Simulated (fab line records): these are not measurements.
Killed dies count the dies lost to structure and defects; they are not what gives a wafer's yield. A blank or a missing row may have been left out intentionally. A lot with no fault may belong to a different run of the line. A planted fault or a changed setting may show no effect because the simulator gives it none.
Code-filled problem report in 8D (eight disciplines) form    flow berkeley_cmos170    the parts of the form that need people (team, actions taken, sign-off) are left out

## 1. THE ISSUE
NWELL_NITRIDE_THK at UCB170_NWELL_THK_MEAS_05 reads a mean of 182.4 nm on 6 wafers of 2 lots; wafers without a fault read 225.0 nm with a standard deviation of 2. That puts it -21 standard deviations away from the usual mean.
The first sign was on wafer L259.2 at day 4 22:49, on film_metro-04. The record holds 42 wafers of 14 lots with a number at this step. Rule for "out", or "out of limits": more than 4 standard deviations from the usual mean. Any other wafer with a number is counted as sound.

## 2. WHAT IT IS; WHAT IT IS NOT
question                     is                            is not
which readings at this step  NWELL_NITRIDE_THK             -
which lots                   L258, L259                    L247, L248, L250, L251, L253, L256, L257, L260, L261, L268, L269, L270
which wafers of those lots   all that have a number        -
read on which gauges         film_metro-01, film_metro-04  film_metro-03
when                         from day 4 22:49              up to then (21 sound wafers); but 15 sound wafers of L260, L261, L268, L269, L270 came after

## 3. THE SUSPECTS, EACH WITH WHAT RULES IT OUT
Counting: any tool at a process step up to the reading is kept as a suspect provided that every lot that is out went through it and no sound lot did after the first of them.
- ruled out: the gauge at UCB170_NWELL_THK_MEAS_05. 2 gauges (film_metro-01, film_metro-04) read the wafers that are out.
- lpcvd-02 at UCB170_NWELL_CVD_04 (deposits Si3N4 from SiH2Cl2/NH3, target thk 224 nm, time 3360 s): kept. It processed each lot that is out, first L258 at day 4 20:52, and no sound lot thereafter; up to then, the last sound lot it processed was L257 at day 4 15:28. Out on those wafers are its own readings of pressure_mtorr.
Left after counting: lpcvd-02 at UCB170_NWELL_CVD_04.

## 4. THE CAUSE (what the simulator had put in)
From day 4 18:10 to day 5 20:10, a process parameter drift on lpcvd-02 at UCB170_NWELL_CVD_04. The setting pressure_mtorr was moved by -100, starting from 200. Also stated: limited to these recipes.
Counting left only this tool.

## 5. THE EFFECT CHAIN, in route order
One row per reading whose mean, taken over the struck wafers that have a number, lies over 3 standard deviations from the usual. Only readings for which the record gives a usual standard deviation are gone through. hours: the time from each lot's start at the first step in this table that gives one to its start at this step, as a median over the lots. sigmas: the change in usual standard deviations.
hours  step                      reading            usual        on struck wafers  change  sigmas
0      UCB170_NWELL_CVD_04       pressure_mtorr     200.0 mTorr  100.0             -100.0  -99 or more
2      UCB170_NWELL_THK_MEAS_05  NWELL_NITRIDE_THK  225.0 nm     182.4             -42.6   -21
3      UCB170_NWELL_ETCH_13      oes_product_au     0.942 a.u.   0.829             -0.113  -8.7
It contains these process steps:
- UCB170_NWELL_CVD_04: deposits Si3N4 from SiH2Cl2/NH3, target thk 224 nm, time 3360 s.
- UCB170_NWELL_ETCH_13: etches Si3N4 in CH3F/Ar/O2, stops on SiO2, target depth 246.4 nm, time 154 s.
Later measuring or inspecting steps at which every struck wafer that the step has a row for has a number for every such reading, and none has moved that far: UCB170_NWELL_TW_MEAS_16, UCB170_PWELL_THK_MEAS_03.

## 6. HOW IT WOULD HAVE BEEN CAUGHT EARLIER
The first out-of-limits reading at a measuring or inspecting step in this record came at day 4 22:49, 5 hours after the fault's start at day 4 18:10.
The tool's own readings at UCB170_NWELL_CVD_04 were out on every struck wafer that the step has a row for (pressure_mtorr): an alarm limit on them would have fired on the first of those.
The start of UCB170_NWELL_CVD_04 on lpcvd-02 came by day 4 22:49 for every one of the lots that are out (2). A hold on the tool at that time would have spared none of them.
